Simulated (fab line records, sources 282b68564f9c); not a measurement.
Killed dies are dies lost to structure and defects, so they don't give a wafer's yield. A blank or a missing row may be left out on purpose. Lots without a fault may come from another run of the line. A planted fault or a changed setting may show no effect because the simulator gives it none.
A struck lot beside a sound one | flow rit_cmos | 15 steps out of a route of 202
Sound: wafers L694.1, L694.5, L694.6. Struck: wafer L703.4. (L703.1, L703.3 of the same lot were not struck and are left out.) The cause comes at the end.
At each step with rows: each side's tool, then ch and its chambers, then its first start. Under that, the readings that differ: sound wafers | struck wafers | difference of the means | sigmas: that difference in standard deviations of wafers without a fault.
alike: readings whose means differ by less than 2 such deviations, and words and numbers that are the same on both sides. not compared: withheld readings, readings that some wafer has no value for, bounds like >300 that may hide the same value, and numbers for which the record gives no deviation and whose values overlap.
The two part at a step that has a row with sigmas, a row that says differs or no value, or rows on one side only. Numbers that don't overlap but have no deviation are shown without sigmas and don't part them. A reading that every wafer of one side lacks parts them only if that side has two wafers or more.

RIT_M1_SPUTTER_00: material Al, target thk 400 nm, time 500 s.
  sound on pvd_sputter-02, day 4 23:55; struck on pvd_sputter-01, day 7 01:05
  alike: throttle_valve_pct
RIT_M1_RS_MEAS_01: measures by four-point-probe.
  sound on film_metro-04, day 5 00:13; struck on film_metro-04, day 7 01:23
  alike: M1_AL_RS
RIT_M1_THK_MEAS_02: measures by xrf.
  sound on film_metro-04, day 5 00:20; struck on film_metro-04, day 7 01:31
  alike: M1_AL_THK
then, 6 steps without rows for these wafers: RIT_M1_HMDS_03 (prime time 60 s); RIT_M1_COAT_04 (resist thk 1300 nm); RIT_M1_SOFTBAKE_05 (time 60 s); RIT_M1_EXPOSE_06 (exposes mask M12, target cd 2600 nm); RIT_M1_PEB_07; RIT_M1_DEVELOP_08 (develop time 68 s).
RIT_M1_CD_MEAS_09: target cd 2600 nm.
  sound on cd_sem-01, day 5 01:23; struck on cd_sem-02, day 7 02:27
  alike: cd_nm
RIT_M1_OVL_MEAS_10:
  sound on overlay-01, day 5 01:31; struck on overlay-02, day 7 02:34
  alike: M1_OVL
then, 1 step without rows for these wafers: RIT_M1_HARDBAKE_11 (time 120 s).
RIT_M1_METAL_ETCH_12: etches Al in Cl2/BCl3, stops on SiO2, time 165 s, target depth 600 nm.
  sound on rie_metal-04 ch 0,1, day 5 01:48; struck on rie_metal-01 ch 0, day 7 02:51
  reading                        | sound               | struck | difference | sigmas
  chamber_pressure_mTorr (mTorr) | 100.00 100.15 99.89 | 120.04 | +20.03     | +99 or more
  alike: drypump_motor_current_A, oes_product_au, throttle_valve_pct
  not compared: rf_hours_counter_h
then, 1 step without rows for these wafers: RIT_M1_STRIP_13 (strips in nmp, time 600 s).
RIT_M1_PROBE_99:
  sound on prober-02, day 5 04:03; struck on prober-01, day 7 05:16
  reading                  | sound          | struck | difference | sigmas
  defect_limited_yield (%) | 97.0 98.1 98.1 | 95.1   | -2.6       | -2
  killed_at_front_end      | 8 5 5          | 13     | +7         | +2
  killed_dies              | 8 5 5          | 13     | +7         | +2
  sort_n_pass              | 256 259 259    | 251    | -7         | -2
  sort_yield_pct (%)       | 97.0 98.1 98.1 | 95.1   | -2.6       | -2
  alike: killed_on_rim, killed_open, killed_short, sort_bin_3_pad_short, sort_bin_5_function, sort_bin_6_memory

WHERE THEY PART
First at RIT_M1_METAL_ETCH_12; last, within this record, at RIT_M1_PROBE_99.

WHY: what the simulator had put in
Process parameter drift: rie_metal-01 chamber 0, from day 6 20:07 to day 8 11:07, at RIT_M1_METAL_ETCH_12. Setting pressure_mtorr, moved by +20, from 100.
